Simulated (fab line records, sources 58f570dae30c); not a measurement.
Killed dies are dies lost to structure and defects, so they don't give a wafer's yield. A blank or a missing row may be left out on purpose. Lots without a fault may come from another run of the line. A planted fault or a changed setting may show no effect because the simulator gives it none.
Chamber matching | flow berkeley_cmos170 | UCB170_V1_ETCH_14 on rie_diel-04: 4 sister chambers
The step etches SiO2 in CHF3/CF4/Ar, stops on Al, target depth 1250 nm, time 291 s. 14 wafers are shown with their chamber, then 7 later ones without.

WAFERS WITH THEIR CHAMBER
wafer  | chamber | drypump_motor_current_A (A) | throttle_valve_pct (%) | oes_product_au (a.u.)
L289.3 | 0       | 6.0                         | 6.89                   | 0.880
L289.5 | 3       | 5.1                         | 6.97                   | 0.898
L289.6 | 0       | 6.0                         | 6.89                   | 0.872
L293.3 | 0       | 6.0                         | 6.90                   | 0.881
L293.5 | 0       | 6.0                         | 6.89                   | 0.875
L293.6 | 1       | 5.8                         | 7.00                   | 0.890
L292.1 | 0       | 6.0                         | 6.88                   | 0.881
L292.3 | 1       | 5.9                         | 7.00                   | 0.876
L292.6 | 2       | 5.6                         | 7.09                   | 0.873
L297.3 | 3       | 5.1                         | 6.97                   | 0.896
L297.4 | 2       | 5.6                         | 7.09                   | 0.883
L297.5 | 0       | 6.0                         | 6.89                   | 0.878
L302.1 | 2       | 5.6                         | 7.08                   | 0.877
L302.3 | 1       | 5.9                         | 6.99                   | 0.890

SIGNATURES (means of the wafers above)
reading                 | chamber 0 | chamber 1 | chamber 2 | chamber 3 | scatter within a chamber
drypump_motor_current_A | 6.000     | 5.867     | 5.600     | 5.100     | 0.0258
throttle_valve_pct      | 6.8900    | 6.9967    | 7.0867    | 6.9700    | 0.00577
oes_product_au          | 0.87783   | 0.88533   | 0.87767   | 0.89700   | 0.005
Rule: a wafer's distance from a chamber is the root of the sum, over the readings, of the square of ((its reading less the chamber's mean) divided by the reading's scatter). The wafer belongs to the nearest chamber; if the next one is less than 2 further off, it can't be placed. The scatter: the root of (the sum of the squares of (reading less its chamber's mean) over the shown wafers, divided by (wafers less chambers)).

WAFERS WITHOUT THEIR CHAMBER
wafer  | drypump_motor_current_A (A) | throttle_valve_pct (%) | oes_product_au (a.u.)
L302.4 | 6.0                         | 6.89                   | 0.879
L303.1 | 5.8                         | 7.01                   | 0.871
L303.2 | 5.6                         | 7.09                   | 0.881
L303.5 | 6.0                         | 6.88                   | 0.875
L309.1 | 5.9                         | 6.99                   | 0.878
L309.5 | 6.0                         | 6.90                   | 0.877
L309.6 | 5.8                         | 6.99                   | 0.879

WHICH CHAMBER EACH WENT THROUGH
wafer  | from the rows above | in truth
L302.4 | 0                   | 0
L303.1 | 1                   | 1
L303.2 | 2                   | 2
L303.5 | 0                   | 0
L309.1 | 1                   | 1
L309.5 | 0                   | 0
L309.6 | 1                   | 1
Placed correctly: 7 of 7. Can't be placed from these rows: 0. Placed wrongly: 0.
